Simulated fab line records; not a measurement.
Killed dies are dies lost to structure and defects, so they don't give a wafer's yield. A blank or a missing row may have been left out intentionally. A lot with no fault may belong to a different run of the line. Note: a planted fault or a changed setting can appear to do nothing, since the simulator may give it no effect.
fab line records ; flow rit_cmos
record: lots: 14; wafers: 40; last_day: 7
route steps=202 shown PLDD@124 NSD@158 M1@188
lots untouched by any fault: they come from a run of this same line in which no faults occurred
start_h: the number of hours between the record's first day and the start of the first shown wafer of the lot ; wait_h: hours from the lot's prior step to this one ; " identical to the entry in the row above ; L1.1+2: several wafers, shown together as one row ; - value missing, or start not given ; * or withheld: withheld ; < > ~ a bound
route shown NAME@n: names a module that has steps shown in the file, with the first one's number in the route ; usual: the fault-free wafers' mean and standard deviation ; same: alike in all rows ; chamber/n: place in a boat ; sites: per-site readings ; _std_site: standard deviation of those values ; _edge_site: outer sites' mean less inner sites' ; radius_mm: for every site, how far away it sits from the centre of the wafer ; mask NAME#n: copy n ; behind: tool/chamber where the wafer was last shaped ; hold: what put the lot on hold/how long, in hours/how the hold closed ; device: whichever transistor did not switch (one of n, p or np) ; end of line: the tests these same wafers got at the end of their route ; step lacking rows: just its recipe ; killed: count of dies lost to structure and defects at first sort (not the wafer's yield) ; map: per-die view of a wafer (x killed, . not killed, _ where there is no die)
set.NAME: the setting the step ran with; set.NAME@STEP: the setting that earlier step ran with ; model.NAME: the simulator's own value behind a step, which no gauge read
route steps across a sampled set of lots; one table per step, one row per wafer
services: from which hour (start_h, from the record's first day; less than 0 if before it) a tool's chamber was out of use, for how many hours, and why
== steps ==
step: RIT_PLDD_TW_MEAS_10
usual: PLDD_TW: 2324/25
lot.wafer;tool;chamber;start_h;wait_h;PLDD_TW
L545.1;film_metro-02;-;47.84;0.1;2302
L545.3;film_metro-02;-;47.84;0.1;2305
L545.6;film_metro-02;-;47.84;0.1;2303
L547.1;film_metro-01;-;60.14;0.1;2307
L547.4;film_metro-01;-;60.14;0.1;2303
L547.5;film_metro-01;-;60.14;0.1;2307
L548.1;film_metro-02;-;68.07;0.1;2289
L548.3;film_metro-02;-;68.07;0.1;2306
L548.6;film_metro-02;-;68.07;0.1;2288
L550.1;film_metro-02;-;75.68;0.1;2309
L550.4;film_metro-02;-;75.68;0.1;2301
L550.5;film_metro-02;-;75.68;0.1;2293
L555.1;film_metro-01;-;95.61;0.1;2328
L555.2;film_metro-01;-;95.61;0.1;2320
L555.3;film_metro-01;-;95.61;0.1;2328
L557.1;film_metro-04;-;107.76;0.1;2356
L557.4;film_metro-04;-;107.76;0.1;2352
L557.5;film_metro-04;-;107.76;0.1;2355
L558.3;film_metro-01;-;110.48;0.1;2330
L558.5;film_metro-01;-;110.48;0.1;2340
L558.6;film_metro-01;-;110.48;0.1;2338
L559.3;film_metro-01;-;114.17;0.1;2337
L559.5;film_metro-01;-;114.17;0.1;2342
L559.6;film_metro-01;-;114.17;0.1;2335
L560.3;film_metro-04;-;124.62;0.1;2376
L563.1;film_metro-01;-;139.32;0.1;2350
L563.2;film_metro-01;-;139.32;0.1;2346
L563.3;film_metro-01;-;139.32;0.1;2341
L564.3;film_metro-01;-;141.79;0.1;2335
L564.5;film_metro-01;-;141.79;0.1;2351
L564.6;film_metro-01;-;141.79;0.1;2357
L565.1;film_metro-04;-;149.67;0.1;2353
L565.3;film_metro-04;-;149.67;0.1;2377
L565.5;film_metro-04;-;149.67;0.1;2351
L566.1;film_metro-02;-;154.48;0.1;2308
L566.4;film_metro-02;-;154.48;0.1;2312
L566.5;film_metro-02;-;154.48;0.1;2312
L568.1;film_metro-02;-;163.77;0.1;2300
L568.4;film_metro-02;-;163.77;0.1;2301
L568.5;film_metro-02;-;163.77;0.1;2303
step: RIT_SDANNEAL_RS_MEAS_05
recipe: thk_meas_gauge: four-point-probe
usual: NSD_RS: 84.6/0.3
lot.wafer;tool;chamber;start_h;wait_h;NSD_RS[ohm/sq]
L545.1;film_metro-04;-;56.51;0.1;84.5
L545.3;film_metro-04;-;56.51;0.1;84.5
L545.6;film_metro-04;-;56.51;0.1;84.1
L547.1;film_metro-02;-;66.30;0.1;84.6
L547.4;film_metro-02;-;66.30;0.1;84.5
L547.5;film_metro-02;-;66.30;0.1;84.4
L548.1;film_metro-01;-;74.19;0.1;84.4
L548.3;film_metro-01;-;74.19;0.1;84.3
L548.6;film_metro-01;-;74.19;0.1;84.1
L550.1;film_metro-02;-;81.85;0.1;84.6
L550.4;film_metro-02;-;81.85;0.1;84.6
L550.5;film_metro-02;-;81.85;0.1;84.7
L555.1;film_metro-01;-;102.36;0.1;84.9
L555.2;film_metro-01;-;102.36;0.1;85.2
L555.3;film_metro-01;-;102.36;0.1;85.3
L557.1;film_metro-04;-;114.15;0.1;84.5
L557.4;film_metro-04;-;114.15;0.1;84.5
L557.5;film_metro-04;-;114.15;0.1;84.6
L558.3;film_metro-01;-;117.04;0.1;85.0
L558.5;film_metro-01;-;117.04;0.1;84.7
L558.6;film_metro-01;-;117.04;0.1;84.8
L559.3;film_metro-04;-;120.40;0.1;84.7
L559.5;film_metro-04;-;120.40;0.1;84.6
L559.6;film_metro-04;-;120.40;0.1;84.7
L560.3;film_metro-02;-;130.86;0.1;84.4
L563.1;film_metro-04;-;145.40;0.1;84.2
L563.2;film_metro-04;-;145.40;0.1;84.2
L563.3;film_metro-04;-;145.40;0.1;84.3
L564.3;film_metro-02;-;148.24;0.1;84.0
L564.5;film_metro-02;-;148.24;0.1;84.5
L564.6;film_metro-02;-;148.24;0.1;84.0
L565.1;film_metro-04;-;155.65;0.1;84.4
L565.3;film_metro-04;-;155.65;0.1;84.5
L565.5;film_metro-04;-;155.65;0.1;84.3
L566.1;film_metro-04;-;160.95;0.1;84.7
L566.4;film_metro-04;-;160.95;0.1;84.7
L566.5;film_metro-04;-;160.95;0.1;84.8
L568.1;film_metro-01;-;169.99;0.1;84.5
L568.4;film_metro-01;-;169.99;0.1;84.8
L568.5;film_metro-01;-;169.99;0.1;84.5
step: RIT_M1_COAT_04
recipe: resist: NOVOLAK; spin_rpm: 2000; resist_thk_nm: 1300
usual: chill_plate_temp_C: 22.99/0.1; dispense_pressure_kPa: 49/3.4; exhaust_pa: 44.8/0.89
lot.wafer;tool;chamber;start_h;wait_h;chill_plate_temp_C;dispense_pressure_kPa;exhaust_pa
L545.1;litho_track-01;0;60.39;0.1;23.16;47;44.5
L545.3;litho_track-01;0;60.39;0.1;23.03;47;44.2
L545.6;litho_track-01;0;60.39;0.1;23.11;47;43.4
L547.1;litho_track-04;0;70.15;0.1;22.88;53;44.3
L547.4;litho_track-04;0;70.15;0.1;23.21;53;45.2
L547.5;litho_track-04;0;70.15;0.1;22.96;53;45.6
L548.1;litho_track-04;0;78.14;0.1;23.08;53;43.6
L548.3;litho_track-04;0;78.14;0.1;23.00;53;43.8
L548.6;litho_track-04;0;78.14;0.1;22.98;53;41.9
L550.1;litho_track-04;0;85.73;0.1;22.86;53;44.3
L550.4;litho_track-04;0;85.73;0.1;22.84;53;45.7
L550.5;litho_track-04;0;85.73;0.1;22.93;53;45.1
L555.1;litho_track-01;0;106.23;0.1;23.05;47;45.1
L555.2;litho_track-01;0;106.23;0.1;23.07;47;45.0
L555.3;litho_track-01;0;106.23;0.1;22.88;47;45.2
L557.1;litho_track-04;0;117.92;0.1;22.95;53;46.6
L557.4;litho_track-04;0;117.92;0.1;23.09;53;45.9
L557.5;litho_track-04;0;117.92;0.1;22.99;53;46.0
L558.3;litho_track-01;0;121.02;0.1;22.96;47;44.7
L558.5;litho_track-01;0;121.02;0.1;22.98;47;44.8
L558.6;litho_track-01;0;121.02;0.1;23.00;47;45.5
L559.3;litho_track-01;-;124.36;0.1;-;-;-
L559.5;litho_track-01;-;124.36;0.1;-;-;-
L559.6;litho_track-01;-;124.36;0.1;-;-;-
L560.3;litho_track-01;-;135.06;0.1;-;-;-
L563.1;litho_track-03;0;149.49;0.1;23.13;45;45.0
L563.2;litho_track-03;0;149.49;0.1;22.82;45;44.8
L563.3;litho_track-03;0;149.49;0.1;22.96;45;45.2
L564.3;litho_track-04;0;152.08;0.1;23.01;53;44.6
L564.5;litho_track-04;0;152.08;0.1;23.12;53;44.6
L564.6;litho_track-04;0;152.08;0.1;22.93;53;44.8
L565.1;litho_track-03;0;159.47;0.1;22.94;45;43.5
L565.3;litho_track-03;0;159.47;0.1;23.06;45;42.1
L565.5;litho_track-03;0;159.47;0.1;23.21;45;43.2
L566.1;litho_track-04;0;164.71;0.1;23.10;53;44.5
L566.4;litho_track-04;0;164.71;0.1;23.01;53;44.7
L566.5;litho_track-04;0;164.71;0.1;23.20;53;45.8
L568.1;litho_track-03;0;173.85;0.1;22.92;45;44.7
L568.4;litho_track-03;0;173.85;0.1;22.95;45;43.9
L568.5;litho_track-03;0;173.85;0.1;22.97;45;44.2
step: RIT_M1_CD_MEAS_09
recipe: target_cd_nm: 2600
usual: cd_nm: 2600.6/2.4
lot.wafer;tool;chamber;start_h;wait_h;cd_nm
L545.1;cd_sem-01;-;61.25;-;2599.0
L545.3;cd_sem-01;-;61.25;-;2598.9
L545.6;cd_sem-01;-;61.25;-;2599.0
L547.1;cd_sem-01;-;70.88;-;2599.0
L547.4;cd_sem-01;-;70.88;-;2599.7
L547.5;cd_sem-01;-;70.88;-;2599.4
L548.1;cd_sem-01;-;78.87;-;2598.7
L548.3;cd_sem-01;-;78.87;-;2599.7
L548.6;cd_sem-01;-;78.87;-;2597.8
L550.1;cd_sem-01;-;86.98;-;2600.0
L550.4;cd_sem-01;-;86.98;-;2600.1
L550.5;cd_sem-01;-;86.98;-;2597.1
L555.1;cd_sem-01;-;106.96;-;2601.0
L555.2;cd_sem-01;-;106.96;-;2599.6
L555.3;cd_sem-01;-;106.96;-;2602.2
L557.1;cd_sem-01;-;118.65;-;2599.2
L557.4;cd_sem-01;-;118.65;-;2599.9
L557.5;cd_sem-01;-;118.65;-;2599.4
L558.3;cd_sem-01;-;121.87;-;2602.2
L558.5;cd_sem-01;-;121.87;-;2603.3
L558.6;cd_sem-01;-;121.87;-;2600.9
L559.3;cd_sem-01;-;125.21;-;-
L559.5;cd_sem-01;-;125.21;-;-
L559.6;cd_sem-01;-;125.21;-;-
L560.3;cd_sem-01;-;135.91;-;-
L563.1;cd_sem-02;-;150.35;-;2601.5
L563.2;cd_sem-02;-;150.35;-;2602.1
L563.3;cd_sem-02;-;150.35;-;2603.2
L564.3;cd_sem-01;-;152.92;-;2601.1
L564.5;cd_sem-01;-;152.92;-;2603.0
L564.6;cd_sem-01;-;152.92;-;2599.8
L565.1;cd_sem-02;-;160.33;-;2601.5
L565.3;cd_sem-02;-;160.33;-;2600.9
L565.5;cd_sem-02;-;160.33;-;2601.4
L566.1;cd_sem-02;-;165.56;-;2602.5
L566.4;cd_sem-02;-;165.56;-;2602.2
L566.5;cd_sem-02;-;165.56;-;2603.2
L568.1;cd_sem-02;-;174.71;-;2596.9
L568.4;cd_sem-02;-;174.71;-;2596.7
L568.5;cd_sem-02;-;174.71;-;2599.8
step: RIT_M1_STRIP_14
recipe: chemistry: O2; time_s: 180; platen_temp_c: withheld; power_w: 500; pressure_mtorr: 4000; o2_flow_sccm: 4000
usual: drypump_motor_current_A: 5.70/0.24
lot.wafer;tool;chamber;start_h;wait_h;drypump_motor_current_A;rf_hours_counter_h
L545.1;plasma_asher-01;1;62.01;0.0;5.51;42
L545.3;plasma_asher-01;0;62.01;0.0;6.24;-
L545.6;plasma_asher-01;1;62.01;0.0;5.53;-
L547.1;plasma_asher-02;1;71.62;0.0;5.80;43
L547.4;plasma_asher-02;1;71.62;0.0;5.79;-
L547.5;plasma_asher-02;1;71.62;0.0;5.78;-
L548.1;plasma_asher-02;1;79.70;0.0;5.81;45
L548.3;plasma_asher-02;0;79.70;0.0;5.48;-
L548.6;plasma_asher-02;0;79.70;0.0;5.48;-
L550.1;plasma_asher-02;1;88.14;0.0;5.80;46
L550.4;plasma_asher-02;0;88.14;0.0;5.47;-
L550.5;plasma_asher-02;0;88.14;0.0;5.49;-
L555.1;plasma_asher-04;0;107.72;0.0;5.54;30
L555.2;plasma_asher-04;1;107.72;0.0;5.72;30
L555.3;plasma_asher-04;1;107.72;0.0;5.74;-
L557.1;plasma_asher-01;1;119.45;0.0;5.54;48
L557.4;plasma_asher-01;1;119.45;0.0;5.53;-
L557.5;plasma_asher-01;1;119.45;0.0;5.52;-
L558.3;plasma_asher-02;0;122.64;0.1;5.52;-
L558.5;plasma_asher-02;1;122.64;0.1;5.78;-
L558.6;plasma_asher-02;0;122.64;0.1;5.51;-
L559.3;plasma_asher-02;0;125.97;0.1;5.48;-
L559.5;plasma_asher-02;1;125.97;0.1;5.80;-
L559.6;plasma_asher-02;0;125.97;0.1;5.48;-
L560.3;plasma_asher-02;0;136.68;0.1;5.49;-
L563.1;plasma_asher-02;1;151.09;0.0;5.79;53
L563.2;plasma_asher-02;0;151.09;0.0;5.49;53
L563.3;plasma_asher-02;0;151.09;0.0;5.51;-
L564.3;plasma_asher-02;1;153.68;0.1;5.79;-
L564.5;plasma_asher-02;1;153.68;0.1;5.80;-
L564.6;plasma_asher-02;0;153.68;0.1;5.51;-
L565.1;plasma_asher-01;0;161.07;0.0;6.21;53
L565.3;plasma_asher-01;1;161.07;0.0;5.54;-
L565.5;plasma_asher-01;0;161.07;0.0;6.22;-
L566.1;plasma_asher-01;0;166.50;0.0;6.22;54
L566.4;plasma_asher-01;1;166.50;0.0;5.56;-
L566.5;plasma_asher-01;0;166.50;0.0;6.25;-
L568.1;plasma_asher-01;1;175.51;0.0;5.52;55
L568.4;plasma_asher-01;0;175.51;0.0;6.24;-
L568.5;plasma_asher-01;1;175.51;0.0;5.54;-
step: RIT_M1_PROBE_99
usual: killed_at_M0_to_M3: 0.0/0.083; killed_at_contacts: 0.0/0.22; killed_at_front_end: 7/3; killed_dies: 7/3.1; killed_on_rim: 1.8/1.4; killed_open: 3.4/2.1; killed_short: 3.4/2
same: gross_dies: 264; killed_at_M4_up: 0; killed_at_back_side: 0; killed_at_other: 0
lot.wafer;tool;chamber;start_h;wait_h;killed_at_M0_to_M3;killed_at_contacts;killed_at_front_end;killed_dies;killed_on_rim;killed_open;killed_short
L545.1;prober-01;-;63.92;0.1;0;1;8;9;2;3;6
L545.3;prober-01;-;64.02;0.2;0;0;5;5;0;2;3
L545.6;prober-01;-;64.17;0.2;0;0;7;7;1;6;1
L547.1;prober-01;-;73.53;0.1;0;0;5;5;1;4;1
L547.4;prober-01;-;73.68;0.2;0;0;7;7;3;4;3
L547.5;prober-01;-;73.73;0.2;0;0;7;7;3;3;4
L548.1;prober-02;-;81.62;0.1;0;0;4;4;3;2;2
L548.3;prober-02;-;81.72;0.2;0;0;10;10;1;3;6
L548.6;prober-02;-;81.87;0.2;0;0;3;3;0;0;3
L550.1;prober-02;-;90.06;0.1;0;0;10;10;3;5;5
L550.4;prober-02;-;90.21;0.2;0;0;6;6;0;4;2
L550.5;prober-02;-;90.26;0.2;0;0;5;5;2;2;3
L555.1;prober-01;-;109.64;0.1;0;0;9;9;1;6;3
L555.2;prober-01;-;109.69;0.1;0;0;8;8;3;3;5
L555.3;prober-01;-;109.74;0.2;0;0;8;8;4;6;2
L557.1;prober-01;-;121.36;0.1;0;0;8;8;2;3;5
L557.4;prober-01;-;121.51;0.2;0;0;1;1;0;0;1
L557.5;prober-01;-;121.56;0.2;0;0;2;2;0;1;1
L558.3;prober-02;-;124.60;0.2;0;0;6;6;2;2;4
L558.5;prober-02;-;124.70;0.2;0;0;6;6;0;4;2
L558.6;prober-02;-;124.75;0.2;0;1;8;9;4;6;3
L559.3;prober-01;-;127.93;0.2;257;0;7;264;70;3;4
L559.5;prober-01;-;128.03;0.2;261;0;3;264;70;2;1
L559.6;prober-01;-;128.08;0.2;253;1;10;264;70;8;3
L560.3;prober-02;-;138.64;0.2;252;0;12;264;70;8;4
L563.1;prober-01;-;153.00;0.1;0;0;6;6;1;2;4
L563.2;prober-01;-;153.05;0.1;0;0;3;3;0;3;0
L563.3;prober-01;-;153.10;0.2;0;0;5;5;2;1;4
L564.3;prober-02;-;155.64;0.2;0;0;12;12;3;8;4
L564.5;prober-02;-;155.74;0.2;0;0;1;1;0;1;0
L564.6;prober-02;-;155.79;0.2;0;0;4;4;2;3;1
L565.1;prober-01;-;162.99;0.1;0;0;3;3;0;2;1
L565.3;prober-01;-;163.09;0.2;0;0;6;6;1;3;3
L565.5;prober-01;-;163.19;0.2;0;0;9;9;3;1;8
L566.1;prober-02;-;168.42;0.1;0;0;10;10;2;6;4
L566.4;prober-02;-;168.57;0.2;0;0;11;11;4;5;6
L566.5;prober-02;-;168.62;0.2;0;0;14;14;2;6;8
L568.1;prober-02;-;177.42;0.1;0;0;8;8;2;3;5
L568.4;prober-02;-;177.57;0.2;0;0;11;11;3;5;6
L568.5;prober-02;-;177.62;0.2;0;0;2;2;0;0;2
killed by level:class
L545.1 GATE:geometric_particle:short=2 SILICIDE:geometric_particle:short=2 FOX1:geometric_particle:short=1 GATE:geometric_particle:open=1 REOX:geometric_particle:short=1 REOX:geometric_particle:open=1 CONTACT:geometric_particle:open=1
L545.3 GATE:geometric_particle:open=1 GATE:geometric_particle:short=1 SPACER:geometric_particle:short=1 SILICIDE:geometric_particle:short=1 SILICIDE:geometric_particle:open=1
L545.6 FOX1:geometric_particle:open=2 SPACER:geometric_particle:open=2 FOX1:geometric_particle:short=1 GATE:geometric_particle:open=1 SILICIDE:geometric_particle:open=1
L547.1 GATE:geometric_particle:open=2 FOX1:geometric_particle:open=1 FOX2:geometric_particle:open=1 SPACER:geometric_particle:short=1
L547.4 FOX2:geometric_particle:short=3 GATE:geometric_particle:open=2 REOX:geometric_particle:open=2
L547.5 SILICIDE:geometric_particle:short=2 FOX1:geometric_particle:open=1 FOX2:geometric_particle:short=1 GATE:geometric_particle:open=1 GATE:geometric_particle:short=1 SPACER:geometric_particle:open=1
L548.1 GATE:geometric_particle:open=1 GATE:geometric_particle:short=1 REOX:geometric_particle:open=1 SPACER:geometric_particle:short=1
L548.3 FOX2:geometric_particle:short=3 FOX1:geometric_particle:short=1 GATE:geometric_particle:short=1 GATE:geometric_particle:open=1 REOX:geometric_particle:open=1 SPACER:geometric_particle:short=1 SPACER:geometric_particle:open=1 NWELL:coat_microbubble_printed=1
L548.6 GATE:geometric_particle:short=1 REOX:geometric_particle:short=1 SPACER:geometric_particle:short=1
L550.1 SILICIDE:geometric_particle:open=3 GATE:geometric_particle:short=2 REOX:geometric_particle:short=2 FOX2:geometric_particle:open=1 REOX:geometric_particle:open=1 SILICIDE:geometric_particle:short=1
L550.4 REOX:geometric_particle:open=2 GATE:geometric_particle:open=1 GATE:geometric_particle:short=1 REOX:geometric_particle:short=1 SILICIDE:geometric_particle:open=1
L550.5 FOX1:geometric_particle:open=1 REOX:geometric_particle:short=1 SPACER:geometric_particle:open=1 SPACER:geometric_particle:short=1 SILICIDE:geometric_particle:short=1
L555.1 GATE:geometric_particle:open=2 SPACER:geometric_particle:short=2 SILICIDE:geometric_particle:open=2 GATE:geometric_particle:short=1 REOX:geometric_particle:open=1 SPACER:geometric_particle:open=1
L555.2 GATE:geometric_particle:short=3 FOX1:geometric_particle:open=1 REOX:geometric_particle:open=1 SPACER:geometric_particle:short=1 SILICIDE:geometric_particle:open=1 SILICIDE:geometric_particle:short=1
L555.3 GATE:geometric_particle:open=4 FOX1:geometric_particle:open=1 FOX2:geometric_particle:open=1 GATE:geometric_particle:short=1 SILICIDE:geometric_particle:short=1
L557.1 REOX:geometric_particle:open=2 SILICIDE:geometric_particle:short=2 FOX1:geometric_particle:short=1 FOX1:geometric_particle:open=1 GATE:geometric_particle:short=1 REOX:geometric_particle:short=1
L557.4 GATE:geometric_particle:short=1
L557.5 REOX:geometric_particle:short=1 SILICIDE:geometric_particle:open=1
L558.3 REOX:geometric_particle:short=2 SPACER:geometric_particle:short=2 FOX2:geometric_particle:open=1 SPACER:geometric_particle:open=1
L558.5 GATE:geometric_particle:open=3 SPACER:geometric_particle:short=2 SPACER:geometric_particle:open=1
L558.6 GATE:geometric_particle:open=3 FOX2:geometric_particle:open=1 GATE:geometric_particle:short=1 REOX:geometric_particle:open=1 SPACER:geometric_particle:short=1 SILICIDE:geometric_particle:open=1 CONTACT:geometric_particle:short=1
L559.3 M1:area_expose=257 GATE:geometric_particle:open=2 GATE:geometric_particle:short=2 FOX2:geometric_particle:short=1 REOX:geometric_particle:open=1 SILICIDE:geometric_particle:short=1
L559.5 M1:area_expose=261 GATE:geometric_particle:open=2 REOX:geometric_particle:short=1
L559.6 M1:area_expose=253 GATE:geometric_particle:open=3 SPACER:geometric_particle:open=2 REOX:geometric_particle:open=2 FOX2:geometric_particle:open=1 FOX2:geometric_particle:short=1 SPACER:geometric_particle:short=1 CONTACT:geometric_particle:short=1
L560.3 M1:area_expose=252 GATE:geometric_particle:open=4 GATE:geometric_particle:short=3 REOX:geometric_particle:open=2 FOX1:geometric_particle:short=1 FOX1:geometric_particle:open=1 SPACER:geometric_particle:open=1
L563.1 SILICIDE:geometric_particle:short=2 FOX1:geometric_particle:short=1 FOX2:geometric_particle:open=1 FOX2:geometric_particle:short=1 GATE:geometric_particle:open=1
L563.2 FOX2:geometric_particle:open=1 GATE:geometric_particle:open=1 SILICIDE:geometric_particle:open=1
L563.3 SILICIDE:geometric_particle:short=2 FOX1:geometric_particle:short=1 SPACER:geometric_particle:short=1 SILICIDE:geometric_particle:open=1
L564.3 REOX:geometric_particle:open=4 GATE:geometric_particle:open=3 GATE:geometric_particle:short=2 FOX1:geometric_particle:short=1 FOX2:geometric_particle:open=1 FOX2:geometric_particle:short=1
L564.5 REOX:geometric_particle:open=1
L564.6 GATE:geometric_particle:open=2 GATE:geometric_particle:short=1 SILICIDE:geometric_particle:open=1
L565.1 FOX1:geometric_particle:open=1 FOX2:geometric_particle:short=1 GATE:geometric_particle:open=1
L565.3 GATE:geometric_particle:short=2 GATE:geometric_particle:open=2 REOX:geometric_particle:open=1 SPACER:geometric_particle:short=1
L565.5 GATE:geometric_particle:short=4 SPACER:geometric_particle:short=2 FOX1:geometric_particle:short=1 REOX:geometric_particle:short=1 SPACER:geometric_particle:open=1
L566.1 GATE:geometric_particle:open=3 FOX1:geometric_particle:short=2 GATE:geometric_particle:short=2 SILICIDE:geometric_particle:open=2 SPACER:geometric_particle:open=1
L566.4 GATE:geometric_particle:open=4 REOX:geometric_particle:short=2 FOX1:geometric_particle:short=1 FOX2:geometric_particle:short=1 GATE:geometric_particle:short=1 SPACER:geometric_particle:open=1 SILICIDE:geometric_particle:short=1
L566.5 GATE:geometric_particle:open=3 GATE:geometric_particle:short=3 REOX:geometric_particle:open=3 SPACER:geometric_particle:short=2 FOX1:geometric_particle:short=1 REOX:geometric_particle:short=1 SILICIDE:geometric_particle:short=1
L568.1 GATE:geometric_particle:short=3 FOX1:geometric_particle:open=1 FOX1:geometric_particle:short=1 FOX2:geometric_particle:short=1 GATE:geometric_particle:open=1 SILICIDE:geometric_particle:open=1
L568.4 GATE:geometric_particle:open=3 REOX:geometric_particle:short=2 SILICIDE:geometric_particle:short=2 FOX1:geometric_particle:short=1 REOX:geometric_particle:open=1 SPACER:geometric_particle:short=1 SPACER:geometric_particle:open=1
L568.5 SILICIDE:geometric_particle:short=2
== services ==
tool;chamber;start_h;hours;kind
plasma_asher-04;-;66.03;15.6;pm
plasma_asher-02;-;128.20;0.5;repair
plasma_asher-02;-;154.47;3.4;repair
plasma_asher-02;-;166.13;0.9;repair
== key ==
first_sign: step: RIT_M1_COAT_04; reading: tool_record; direction: missing
effect: step: RIT_M1_CD_MEAS_09; reading: cd_nm; direction: missing
effect: step: RIT_M1_PROBE_99; reading: killed_at_M0_to_M3; direction: up; sigmas: 99+; usual: 0.0; struck: 255.8
more_kills_born_at: RIT_M1_EXPOSE_06@iline_stepper-01: 771; RIT_M1_EXPOSE_06@iline_stepper-02: 252
met_at RIT_M1_COAT_04
struck_lots L559,L560
later_rows_left_out L559.3,L559.5,L559.6,L560.3
tester_left_out L559,L560
not_acting_at RIT_PLDD_TW_MEAS_10,RIT_SDANNEAL_RS_MEAS_05,RIT_M1_STRIP_14
onset_between 121.02 124.36
earlier_fault: kind: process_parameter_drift; tool: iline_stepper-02; chamber: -; onset_h: 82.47; steps: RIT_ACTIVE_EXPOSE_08; channel: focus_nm; offset: 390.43; spread_by_wafer: 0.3; shape: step; end_h: 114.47
earlier_fault: kind: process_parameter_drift; tool: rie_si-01; chamber: 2; onset_h: 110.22; steps: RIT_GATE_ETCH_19; channel: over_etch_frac; offset: 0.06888; shape: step; end_h: 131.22; stated: 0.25
fault: kind: skipped_step_whole; tool: litho_track-01; chamber: -; onset_h: 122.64; steps: RIT_M1_COAT_04; scope: struck_lots_only
tester_left_out: of these lots the tester's yield and bins aren't shown, on N5 and GAA mostly nor the transistor test; their killed dies are dies lost to structure and defects alone, not to doping, threshold or leakage, so they don't give the yield
later_rows_left_out: the simulator's readings of these wafers behind a module that went badly wrong aren't trusted and aren't shown, but for the sort
